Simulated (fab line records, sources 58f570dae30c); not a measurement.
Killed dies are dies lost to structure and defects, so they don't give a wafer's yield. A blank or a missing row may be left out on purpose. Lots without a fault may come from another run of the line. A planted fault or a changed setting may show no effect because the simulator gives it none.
Which tool did it? | flow berkeley_cmos170 | 14 lots, 42 wafers sampled, at 6 steps of a route of 331

WHAT THE GAUGES READ, wafer by wafer
UCB170_START_THK_MEAS_03.
lot  | measured    | on            | START_OXIDE_THK (nm)
L293 | day 1 14:50 | film_metro-03 | 20.0 20.1 20.1
L294 | day 1 20:35 | film_metro-04 | 20.1 20.2 20.3
L295 | day 2 01:33 | film_metro-01 | 20.2 20.3 20.5
L296 | day 2 05:10 | film_metro-01 | 20.6 20.9 20.8
L297 | day 2 11:25 | film_metro-01 | 19.6 20.0 19.8
L298 | day 3 00:01 | film_metro-03 | 20.5 20.6 20.7
L300 | day 3 00:01 | film_metro-01 | 20.7 20.8 20.4
L302 | day 3 18:39 | film_metro-03 | 20.0 20.0 19.5
L301 | day 3 18:40 | film_metro-01 | 19.3 19.2 19.5
L306 | day 4 08:59 | film_metro-04 | 19.4 19.6 19.5
L308 | day 4 17:46 | film_metro-04 | 19.8 20.3 19.8
L311 | day 5 06:33 | film_metro-04 | 19.1 19.2 19.2
L314 | day 6 01:48 | film_metro-04 | 20.1 20.1 20.2
L316 | day 6 11:41 | film_metro-04 | 19.3 19.6 19.1

UCB170_NSD_TW_MEAS_10.
lot  | measured     | on            | NSD_TW
L293 | day 8 18:55  | film_metro-04 | 4155 4175 4176
L294 | day 9 03:23  | film_metro-01 | 4224 4207 4211
L295 | day 9 03:41  | film_metro-01 | 4201 4199 4205
L296 | day 9 17:50  | film_metro-03 | 4164 4179 4198
L297 | day 10 14:13 | film_metro-04 | 4158 4139 4128
L298 | day 10 13:21 | film_metro-01 | 4227 4204 4202
L300 | day 10 13:55 | film_metro-04 | 4160 4134 4174
L302 | day 11 04:09 | film_metro-01 | 4195 4222 4208
L301 | day 11 03:57 | film_metro-04 | 4183 4176 4151
L306 | day 11 15:57 | film_metro-01 | 3757 3767 3767
L308 | day 11 15:13 | film_metro-03 | 3755 3776 3772
L311 | day 12 01:55 | film_metro-01 | 4167 4161 4190
L314 | day 12 21:27 | film_metro-01 | 4166 4179 4163
L316 | day 13 07:52 | film_metro-01 | 4203 4209 4224

UCB170_SDANNEAL_RS_MEAS_03: measures by four-point-probe.
lot  | measured     | on            | NSD_RS (ohm/sq)
L293 | day 8 20:09  | film_metro-03 | 37.20 37.24 37.25
L294 | day 9 04:41  | film_metro-03 | 37.39 37.27 37.33
L295 | day 9 05:08  | film_metro-01 | 37.32 37.30 37.38
L296 | day 9 19:05  | film_metro-04 | 37.30 37.39 37.32
L297 | day 10 15:43 | film_metro-03 | 37.40 37.36 37.29
L298 | day 10 14:49 | film_metro-01 | 37.15 37.15 37.18
L300 | day 10 15:16 | film_metro-04 | 37.35 37.54 37.31
L302 | day 11 05:48 | film_metro-03 | 37.25 37.25 37.32
L301 | day 11 05:14 | film_metro-01 | 37.21 37.13 37.27
L306 | day 11 17:50 | film_metro-03 | 42.68 42.57 42.67
L308 | day 11 17:02 | film_metro-04 | 42.88 42.83 42.90
L311 | day 12 03:32 | film_metro-03 | 37.13 37.19 37.40
L314 | day 12 23:37 | film_metro-04 | 37.35 37.55 37.28
L316 | day 13 12:38 | film_metro-01 | 37.18 37.28 37.33

WHICH TOOL RAN EACH LOT (tool, then ch and the chambers of the sampled wafers, then the start)
lot  | UCB170_ZERO_STRIP_07                | UCB170_NSD_IMPLANT_08           | UCB170_NSD_STRIP_09
L293 | plasma_asher-04 ch 0,1, day 1 20:46 | implanter-01 ch 0, day 8 18:40  | plasma_asher-01 ch 0,1, day 8 18:49
L294 | plasma_asher-04 ch 0,1, day 2 03:52 | implanter-01 ch 0, day 9 03:08  | plasma_asher-02 ch 0,1, day 9 03:17
L295 | plasma_asher-04 ch 0,1, day 2 05:19 | implanter-03 ch 0, day 9 03:26  | plasma_asher-04 ch 0,1, day 9 03:35
L296 | plasma_asher-03 ch 0,1, day 2 11:27 | implanter-04 ch 0, day 9 17:36  | plasma_asher-01 ch 0,1, day 9 17:44
L297 | plasma_asher-03 ch 0,1, day 3 03:53 | implanter-01 ch 0, day 10 13:58 | plasma_asher-01 ch 0,1, day 10 14:07
L298 | plasma_asher-01 ch 0,1, day 3 03:57 | implanter-04 ch 0, day 10 13:08 | plasma_asher-04 ch 0,1, day 10 13:16
L300 | plasma_asher-01 ch 0,1, day 3 04:19 | implanter-01 ch 0, day 10 13:42 | plasma_asher-02 ch 0,1, day 10 13:50
L302 | plasma_asher-01 ch 0,1, day 4 04:11 | implanter-04 ch 0, day 11 03:54 | plasma_asher-02 ch 0,1, day 11 04:03
L301 | plasma_asher-01 ch 0,1, day 4 04:33 | implanter-03 ch 0, day 11 03:43 | plasma_asher-04 ch 0,1, day 11 03:50
L306 | plasma_asher-01 ch 0,1, day 4 13:07 | implanter-03 ch 0, day 11 15:42 | plasma_asher-02 ch 0,1, day 11 15:51
L308 | plasma_asher-03 ch 0,1, day 5 06:16 | implanter-03 ch 0, day 11 14:59 | plasma_asher-02 ch 0,1, day 11 15:06
L311 | plasma_asher-03 ch 0,1, day 5 16:52 | implanter-04 ch 0, day 12 01:41 | plasma_asher-04 ch 1, day 12 01:49
L314 | plasma_asher-03 ch 0,1, day 6 09:10 | implanter-01 ch 0, day 12 21:12 | plasma_asher-04 ch 0,1, day 12 21:21
L316 | plasma_asher-04 ch 0,1, day 6 18:01 | implanter-01 ch 0, day 13 07:37 | plasma_asher-01 ch 0,1, day 13 07:46
- UCB170_ZERO_STRIP_07: strips in O2.
- UCB170_NSD_IMPLANT_08
- UCB170_NSD_STRIP_09: strips in O2.

WHAT THE TOOLS THEMSELVES READ (means of the sampled wafers that have a number; where no wafer has one, the mark that the record gives instead)
UCB170_ZERO_STRIP_07.
lot  | tool            | drypump_motor_current_A (A) | o2_flow_sccm (sccm) | oes_product_au (a.u.) | strip_time_to_endpoint_s (s)
L293 | plasma_asher-04 | 5.8                         | 400.0               | 0.727                 | 21.49
L294 | plasma_asher-04 | 5.8                         | 400.6               | 0.730                 | 21.47
L295 | plasma_asher-04 | 5.8                         | 400.7               | 0.729                 | 21.47
L296 | plasma_asher-03 | 6.5                         | 400.2               | 0.730                 | 21.46
L297 | plasma_asher-03 | 6.5                         | 399.8               | 0.728                 | 21.41
L298 | plasma_asher-01 | 6.1                         | 400.0               | 0.733                 | 21.49
L300 | plasma_asher-01 | 6.2                         | 399.9               | 0.726                 | 21.52
L302 | plasma_asher-01 | 6.1                         | 400.2               | 0.726                 | 21.54
L301 | plasma_asher-01 | 6.2                         | 399.8               | 0.731                 | 21.50
L306 | plasma_asher-01 | 6.1                         | 399.4               | 0.728                 | 21.47
L308 | plasma_asher-03 | 6.3                         | 400.9               | 0.728                 | 21.51
L311 | plasma_asher-03 | 6.6                         | 400.4               | 0.725                 | 21.55
L314 | plasma_asher-03 | 6.3                         | 399.4               | 0.727                 | 21.40
L316 | plasma_asher-04 | 6.2                         | 399.5               | 0.728                 | 21.51

UCB170_NSD_IMPLANT_08.
lot  | tool         | beam_energy_keV
L293 | implanter-01 | 39.992
L294 | implanter-01 | 39.995
L295 | implanter-03 | 40.022
L296 | implanter-04 | 40.002
L297 | implanter-01 | 40.012
L298 | implanter-04 | 40.004
L300 | implanter-01 | 39.988
L302 | implanter-04 | 40.018
L301 | implanter-03 | 39.969
L306 | implanter-03 | 26.805
L308 | implanter-03 | 26.799
L311 | implanter-04 | 40.010
L314 | implanter-01 | 39.999
L316 | implanter-01 | 39.996

UCB170_NSD_STRIP_09.
lot  | tool            | drypump_motor_current_A (A) | o2_flow_sccm (sccm) | oes_product_au (a.u.) | strip_time_to_endpoint_s (s)
L293 | plasma_asher-01 | 6.1                         | 400.1               | 0.534                 | 35.76
L294 | plasma_asher-02 | 5.7                         | 399.8               | 0.536                 | 35.80
L295 | plasma_asher-04 | 6.2                         | 399.5               | 0.536                 | 35.78
L296 | plasma_asher-01 | 6.2                         | 399.3               | 0.539                 | 35.95
L297 | plasma_asher-01 | 6.1                         | 400.7               | 0.539                 | 35.75
L298 | plasma_asher-04 | 5.7                         | 398.9               | 0.535                 | 35.84
L300 | plasma_asher-02 | 6.2                         | 398.4               | 0.536                 | 35.78
L302 | plasma_asher-02 | 5.7                         | 400.3               | 0.528                 | 35.85
L301 | plasma_asher-04 | 5.8                         | 400.4               | 0.534                 | 35.84
L306 | plasma_asher-02 | 6.1                         | 401.0               | 0.584                 | 31.12
L308 | plasma_asher-02 | 6.1                         | 399.3               | 0.577                 | 31.05
L311 | plasma_asher-04 | 5.4                         | 400.4               | 0.532                 | 35.84
L314 | plasma_asher-04 | 6.2                         | 398.7               | 0.539                 | 35.88
L316 | plasma_asher-01 | 6.1                         | 399.7               | 0.536                 | 35.75

THE ANSWER, worked out from the rows above alone
Rule: what is usual is taken from the lots themselves. Put in order of their means at a reading, lots are off if they are a third of the lots or fewer, leave a main group of 4 or more, and stand apart from it by a gap of 3 or more times the standard deviation of the main group's means; of several such gaps the widest counts. A main group whose means are all the same, to the digits that the tables above print for the reading, isn't used. A lot without any number at a reading at which 4 lots or more have one is off too. The other lots that the step has rows for count as sound. The gauges are gone through in route order, then the tools' own readings, and for those a lot's mean is taken as printed above. The first step at which some lot is off is used, and at that step the reading that is off furthest; a lot without a number counts as furthest.
Off: L306, L308, at UCB170_NSD_TW_MEAS_10 (NSD_TW). The main group: mean 4184, standard deviation 24.
A tool fits if, at a process step before that reading, it ran every lot that is off, and no sound lot after the first of them. The gauges at UCB170_NSD_TW_MEAS_10 aren't tried: what is off there is off at UCB170_NSD_IMPLANT_08 too, on other tools, and a gauge's error can't cause that. Can't be told from this: 2 tools fit, implanter-03 at UCB170_NSD_IMPLANT_08, plasma_asher-02 at UCB170_NSD_STRIP_09.

WHAT THE SIMULATOR HAD PUT IN
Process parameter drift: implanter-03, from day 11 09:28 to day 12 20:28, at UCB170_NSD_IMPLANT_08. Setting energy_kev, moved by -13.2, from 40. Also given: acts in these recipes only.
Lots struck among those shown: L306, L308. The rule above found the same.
